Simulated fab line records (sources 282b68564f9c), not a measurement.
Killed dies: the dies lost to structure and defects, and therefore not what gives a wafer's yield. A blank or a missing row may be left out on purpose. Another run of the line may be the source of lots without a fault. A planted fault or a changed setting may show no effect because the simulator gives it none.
Which of the tools did it? / flow rit-cmos / 7 lots, 21 wafers sampled, at 2 steps of a route of 202

WHAT THE GAUGES SHOWED, per wafer
RIT_ACTIVE_CD_MEAS_11: target cd 1400 nm.
lot=L886; measured=day 1 21:45; on=cd-sem-02; cd-nm (nm)=1396.1 1396.3 1394.2
lot=L889; measured=day 2 10:29; on=cd-sem-02; cd-nm (nm)=1399.5 1398.3 1398.6
lot=L892; measured=day 3 01:32; on=cd-sem-02; cd-nm (nm)=1402.3 1403.3 1403.0
lot=L894; measured=day 3 13:29; on=cd-sem-01; cd-nm (nm)=1403.7 1403.5 1402.6
lot=L898; measured=day 4 07:36; on=cd-sem-01; cd-nm (nm)=1397.9 1397.2 1394.6
lot=L902; measured=day 5 04:38; on=cd-sem-01; cd-nm (nm)=1403.7 1403.4 1402.0
lot=L908; measured=day 6 10:28; on=cd-sem-02; cd-nm (nm)=1405.5 1404.2 1402.6

WHICH TOOL RAN EACH LOT (tool, then ch and the chambers of the sampled wafers, then the start)
lot=L886; RIT_ACTIVE_DEVELOP_10=litho-track-01 ch 0, day 1 21:00
lot=L889; RIT_ACTIVE_DEVELOP_10=litho-track-01 ch 0, day 2 10:00
lot=L892; RIT_ACTIVE_DEVELOP_10=litho-track-03 ch 0, day 3 01:00
lot=L894; RIT_ACTIVE_DEVELOP_10=litho-track-03 ch 0, day 3 13:00
lot=L898; RIT_ACTIVE_DEVELOP_10=litho-track-01 ch 0, day 4 07:00
lot=L902; RIT_ACTIVE_DEVELOP_10=litho-track-04 ch 0, day 5 04:00
lot=L908; RIT_ACTIVE_DEVELOP_10=litho-track-03 ch 0, day 6 10:00
- RIT_ACTIVE_DEVELOP_10: develop time 50 s.

THE ANSWER, worked out from the rows above alone
Rule: the lots themselves supply what counts as usual. Put in order of their means at a reading, lots are off if they are a third of the lots or fewer, leave a main group of 4 or more, and stand apart from it by a gap of 3 or more times the standard deviation of the main group's means; of several such gaps the widest counts. A main group whose means are all the same, to the digits that the tables above print for the reading, isn't used. A lot without any number at a reading at which 4 lots or more have one is off too. All remaining lots with rows at the step are treated as sound.
No lot is off on any of the readings shown, so nothing can be concluded from this.

WHAT HAD BEEN PUT IN BY THE SIMULATOR
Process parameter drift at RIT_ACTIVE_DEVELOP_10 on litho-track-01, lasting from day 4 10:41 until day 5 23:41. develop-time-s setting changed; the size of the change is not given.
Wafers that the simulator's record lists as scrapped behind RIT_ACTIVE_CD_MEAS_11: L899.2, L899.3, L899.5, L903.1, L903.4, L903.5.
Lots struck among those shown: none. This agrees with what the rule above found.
